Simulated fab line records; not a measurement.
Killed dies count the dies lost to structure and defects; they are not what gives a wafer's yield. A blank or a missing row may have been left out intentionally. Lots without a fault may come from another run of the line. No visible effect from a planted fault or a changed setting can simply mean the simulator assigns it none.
Which tool did it? + flow berkeley cmos170 + Sampling: 14 lots, 42 wafers, 4 of 331 route steps

## WHAT EACH GAUGE READ, for each wafer
UCB170_M3_RS_MEAS_02: uses a four-point probe to measure.
| lot  | measured     | on            | M3_AL_RS (ohm/sq)    |
|------|--------------|---------------|----------------------|
| L554 | day 8 21:39  | film metro-03 | 0.0332 0.0327 0.0328 |
| L555 | day 9 01:11  | film metro-02 | 0.0320 0.0318 0.0317 |
| L556 | day 9 04:39  | film metro-01 | 0.0320 0.0320 0.0320 |
| L557 | day 9 08:50  | film metro-01 | 0.0321 0.0322 0.0319 |
| L559 | day 9 23:31  | film metro-02 | 0.0328 0.0326 0.0324 |
| L561 | day 10 06:53 | film metro-02 | 0.0321 0.0324 0.0322 |
| L558 | day 10 09:07 | film metro-03 | 0.0323 0.0322 0.0324 |
| L560 | day 10 10:20 | film metro-02 | 0.0323 0.0327 0.0325 |
| L562 | day 10 23:58 | film metro-03 | 0.0318 0.0321 0.0321 |
| L563 | day 11 02:31 | film metro-03 | 0.0319 0.0319 0.0320 |
| L569 | day 12 12:26 | film metro-03 | 0.0341 0.0342 0.0339 |
| L570 | day 13 07:31 | film metro-03 | 0.0339 0.0340 0.0337 |
| L575 | day 13 12:36 | film metro-03 | 0.0328 0.0328 0.0325 |
| L577 | day 13 19:08 | film metro-03 | 0.0326 0.0325 0.0325 |

UCB170_M3_THK_MEAS_03: measures by xrf.
| lot  | measured     | on            | M3_AL_THK (nm) |
|------|--------------|---------------|----------------|
| L554 | day 8 21:46  | film metro-03 | 879 897 893    |
| L555 | day 9 01:18  | film metro-02 | 909 921 916    |
| L556 | day 9 04:45  | film metro-01 | 913 911 912    |
| L557 | day 9 08:57  | film metro-01 | 915 909 918    |
| L559 | day 9 23:38  | film metro-02 | 895 894 900    |
| L561 | day 10 07:01 | film metro-02 | 915 902 905    |
| L558 | day 10 09:13 | film metro-03 | 901 906 895    |
| L560 | day 10 10:25 | film metro-02 | 907 897 897    |
| L562 | day 11 00:05 | film metro-03 | 914 905 905    |
| L563 | day 11 02:37 | film metro-03 | 911 915 908    |
| L569 | day 12 12:34 | film metro-03 | 850 850 854    |
| L570 | day 13 07:38 | film metro-03 | 864 864 868    |
| L575 | day 13 12:43 | film metro-03 | 888 891 897    |
| L577 | day 13 19:16 | film metro-03 | 897 895 901    |

## WHICH TOOL RAN EACH LOT (tool, then ch and the chambers of the sampled wafers, then the start)
| lot  | UCB170_M2_SPUTTER_01         | UCB170_M3_SPUTTER_01         |
|------|------------------------------|------------------------------|
| L554 | pvd sputter-04, day 8 16:46  | pvd sputter-01, day 8 21:34  |
| L555 | pvd sputter-04, day 8 19:27  | pvd sputter-03, day 9 01:05  |
| L556 | pvd sputter-03, day 8 22:20  | pvd sputter-04, day 9 04:31  |
| L557 | pvd sputter-02, day 9 00:29  | pvd sputter-03, day 9 08:45  |
| L559 | pvd sputter-04, day 9 18:23  | pvd sputter-01, day 9 23:26  |
| L561 | pvd sputter-03, day 9 21:45  | pvd sputter-04, day 10 06:48 |
| L558 | pvd sputter-02, day 10 03:10 | pvd sputter-03, day 10 09:01 |
| L560 | pvd sputter-04, day 10 03:23 | pvd sputter-01, day 10 10:11 |
| L562 | pvd sputter-04, day 10 16:44 | pvd sputter-03, day 10 23:53 |
| L563 | pvd sputter-02, day 10 21:23 | pvd sputter-04, day 11 02:23 |
| L569 | pvd sputter-02, day 12 04:20 | pvd sputter-03, day 12 12:22 |
| L570 | pvd sputter-03, day 13 00:36 | pvd sputter-03, day 13 07:26 |
| L575 | pvd sputter-04, day 13 03:06 | pvd sputter-01, day 13 12:31 |
| L577 | pvd sputter-03, day 13 13:19 | pvd sputter-04, day 13 19:04 |
- UCB170_M2_SPUTTER_01: material Al, target thk 900 nm, time 120 s.
- UCB170_M3_SPUTTER_01: material Al, target thk 900 nm, time 120 s.

## WHAT THE TOOLS THEMSELVES READ (means of the sampled wafers that have a number; where no wafer has one, the mark that the record gives instead)
UCB170_M2_SPUTTER_01.
| lot  | tool           | throttle valve pct (%) |
|------|----------------|------------------------|
| L554 | pvd sputter-04 | 30.5                   |
| L555 | pvd sputter-04 | 31.6                   |
| L556 | pvd sputter-03 | 29.0                   |
| L557 | pvd sputter-02 | 30.1                   |
| L559 | pvd sputter-04 | 30.5                   |
| L561 | pvd sputter-03 | 29.9                   |
| L558 | pvd sputter-02 | 30.0                   |
| L560 | pvd sputter-04 | 30.4                   |
| L562 | pvd sputter-04 | 30.8                   |
| L563 | pvd sputter-02 | 29.3                   |
| L569 | pvd sputter-02 | 30.1                   |
| L570 | pvd sputter-03 | 30.3                   |
| L575 | pvd sputter-04 | 30.4                   |
| L577 | pvd sputter-03 | 30.2                   |

UCB170_M3_SPUTTER_01.
| lot  | tool           | throttle valve pct (%) |
|------|----------------|------------------------|
| L554 | pvd sputter-01 | 30.1                   |
| L555 | pvd sputter-03 | 30.3                   |
| L556 | pvd sputter-04 | 30.9                   |
| L557 | pvd sputter-03 | 30.8                   |
| L559 | pvd sputter-01 | 30.7                   |
| L561 | pvd sputter-04 | 30.5                   |
| L558 | pvd sputter-03 | 30.6                   |
| L560 | pvd sputter-01 | 29.8                   |
| L562 | pvd sputter-03 | 30.3                   |
| L563 | pvd sputter-04 | 30.7                   |
| L569 | pvd sputter-03 | 29.6                   |
| L570 | pvd sputter-03 | 30.7                   |
| L575 | pvd sputter-01 | 30.4                   |
| L577 | pvd sputter-04 | 31.1                   |

## THE ANSWER, worked out from the rows above alone
Rule: the usual values come from the lots themselves. The widest of any qualifying gaps counts: lots, ordered by their means at a reading, are off when they make up no more than a third of the lots, leave a main group of 4 or more, and stand apart from it by 3 or more times the standard deviation of that group's means. A main group whose means are all the same, to the digits that the tables above print for the reading, isn't used. Also off: a lot with no number at a reading for which 4 or more lots have one. Any other lot the step has rows for is counted as sound. Order of review: gauges by route order, followed by the tools' own readings, for which a lot's mean as printed above is used. At the first step where some lot is off, the reading lying furthest off is the one used; lots without a number count as furthest.
No lot is off on any of the readings shown, so nothing can be concluded from this.

## WHAT THE SIMULATOR PUT IN
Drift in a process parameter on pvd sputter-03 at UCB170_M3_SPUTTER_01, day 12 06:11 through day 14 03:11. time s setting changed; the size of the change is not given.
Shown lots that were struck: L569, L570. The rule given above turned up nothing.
